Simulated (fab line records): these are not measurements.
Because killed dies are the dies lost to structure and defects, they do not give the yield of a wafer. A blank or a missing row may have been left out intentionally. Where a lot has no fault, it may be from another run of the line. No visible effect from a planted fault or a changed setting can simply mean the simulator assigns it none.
The tool behind it: which one? :: flow berkeley-cmos170 :: 14 lots, 42 wafers sampled, at 2 steps of a route of 331

## WHAT THE GAUGES SHOWED, per wafer
UCB170_NWELL_TW_MEAS_16.
lot: L619
measured: day 2 15:42
on: film-metro-01
NWELL_TW: 1249 1252 1250

lot: L620
measured: day 2 22:53
on: film-metro-01
NWELL_TW: 1254 1246 1248

lot: L622
measured: day 3 02:46
on: film-metro-01
NWELL_TW: 1249 1248 1258

lot: L624
measured: day 3 11:38
on: film-metro-03
NWELL_TW: 1222 1229 1227

lot: L623
measured: day 3 12:13
on: film-metro-04
NWELL_TW: 1253 1252 1252

lot: L626
measured: day 3 21:49
on: film-metro-04
NWELL_TW: 1259 1258 1261

lot: L625
measured: day 3 22:04
on: film-metro-03
NWELL_TW: 1219 1231 1223

lot: L627
measured: day 4 04:37
on: film-metro-04
NWELL_TW: 1255 1255 1252

lot: L628
measured: day 4 12:55
on: film-metro-04
NWELL_TW: 1255 1256 1254

lot: L629
measured: day 4 13:07
on: film-metro-04
NWELL_TW: 1251 1258 1251

lot: L630
measured: day 4 13:12
on: film-metro-04
NWELL_TW: 1256 1261 1259

lot: L636
measured: day 6 08:32
on: film-metro-01
NWELL_TW: 1141 1144 1143

lot: L638
measured: day 6 16:01
on: film-metro-03
NWELL_TW: 1141 1141 1134

lot: L640
measured: day 7 04:56
on: film-metro-03
NWELL_TW: 1229 1228 1227

## EACH LOT AND THE TOOL THAT RAN IT (in order: tool; ch and the chambers of the sampled wafers; start)
lot: L619
UCB170_NWELL_IMPLANT_14: implanter-03 ch 0, day 2 15:27

lot: L620
UCB170_NWELL_IMPLANT_14: implanter-01 ch 0, day 2 22:40

lot: L622
UCB170_NWELL_IMPLANT_14: implanter-01 ch 0, day 3 02:32

lot: L624
UCB170_NWELL_IMPLANT_14: implanter-04 ch 0, day 3 11:23

lot: L623
UCB170_NWELL_IMPLANT_14: implanter-03 ch 0, day 3 12:00

lot: L626
UCB170_NWELL_IMPLANT_14: implanter-04 ch 0, day 3 21:37

lot: L625
UCB170_NWELL_IMPLANT_14: implanter-03 ch 0, day 3 21:49

lot: L627
UCB170_NWELL_IMPLANT_14: implanter-03 ch 0, day 4 04:22

lot: L628
UCB170_NWELL_IMPLANT_14: implanter-01 ch 0, day 4 12:40

lot: L629
UCB170_NWELL_IMPLANT_14: implanter-04 ch 0, day 4 12:52

lot: L630
UCB170_NWELL_IMPLANT_14: implanter-03 ch 0, day 4 12:58

lot: L636
UCB170_NWELL_IMPLANT_14: implanter-04 ch 0, day 6 08:19

lot: L638
UCB170_NWELL_IMPLANT_14: implanter-04 ch 0, day 6 15:48

lot: L640
UCB170_NWELL_IMPLANT_14: implanter-03 ch 0, day 7 04:42
- UCB170_NWELL_IMPLANT_14

## AS READ BY THE TOOLS THEMSELVES (means over the sampled wafers that have a number; for cases with no such wafer, the mark the record gives instead)
UCB170_NWELL_IMPLANT_14.
lot: L619
tool: implanter-03
beam-on-s (s): 10.16
faraday-current-uA: 31.3

lot: L620
tool: implanter-01
beam-on-s (s): 9.98
faraday-current-uA: 31.8

lot: L622
tool: implanter-01
beam-on-s (s): 10.09
faraday-current-uA: 31.5

lot: L624
tool: implanter-04
beam-on-s (s): 10.01
faraday-current-uA: 31.6

lot: L623
tool: implanter-03
beam-on-s (s): 10.40
faraday-current-uA: 30.5

lot: L626
tool: implanter-04
beam-on-s (s): 10.07
faraday-current-uA: 31.5

lot: L625
tool: implanter-03
beam-on-s (s): 10.02
faraday-current-uA: 31.7

lot: L627
tool: implanter-03
beam-on-s (s): 9.92
faraday-current-uA: 31.9

lot: L628
tool: implanter-01
beam-on-s (s): 10.08
faraday-current-uA: 31.5

lot: L629
tool: implanter-04
beam-on-s (s): 9.98
faraday-current-uA: 31.8

lot: L630
tool: implanter-03
beam-on-s (s): 9.99
faraday-current-uA: 31.7

lot: L636
tool: implanter-04
beam-on-s (s): 7.67
faraday-current-uA: 41.3

lot: L638
tool: implanter-04
beam-on-s (s): 7.73
faraday-current-uA: 41.0

lot: L640
tool: implanter-03
beam-on-s (s): 10.18
faraday-current-uA: 31.0

## THE ANSWER, worked out from the rows above alone
Rule: the usual values come from the lots themselves. The widest of any qualifying gaps counts: lots, ordered by their means at a reading, are off when they make up no more than a third of the lots, leave a main group of 4 or more, and stand apart from it by 3 or more times the standard deviation of that group's means. A main group whose means are all the same, to the digits that the tables above print for the reading, isn't used. Also off: a lot with no number at a reading for which 4 or more lots have one. The other lots that the step has rows for count as sound. The gauges are gone through in route order, then the tools' own readings, and for those a lot's mean is taken as printed above. The first step at which some lot is off is used, and at that step the reading that is off furthest; a lot without a number counts as furthest.
Off: at UCB170_NWELL_TW_MEAS_16 (NWELL_TW), L636, L638. Mean 1247 and standard deviation 12 in the main group.
If a tool, at a process step before that reading, ran all the lots that are off and no sound lot after the first of them, it fits. The gauges at UCB170_NWELL_TW_MEAS_16 aren't tried: what is off there is off at UCB170_NWELL_IMPLANT_14 too, on other tools, and a gauge's error can't cause that. One fits: UCB170_NWELL_IMPLANT_14 on implanter-04. A fault onset in the window from L629 (day 4 12:52, its last sound lot) to L636 (day 6 08:19, its first lot off) fits.
The tool's own readings at UCB170_NWELL_IMPLANT_14 bear it out: on the lots that are off they differ by more than 5 times the standard deviation of the sound lots' means. beam-on-s reads 7.70 s there against 10.07 s on the sound lots; faraday-current-uA reads 41.1 there against 31.5 on the sound lots.

## WHAT THE SIMULATOR HAD INSERTED
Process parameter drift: implanter-04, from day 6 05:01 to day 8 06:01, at UCB170_NWELL_IMPLANT_14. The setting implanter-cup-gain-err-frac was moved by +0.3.
Struck lots among those shown: L636, L638. The rule given above showed the same thing.
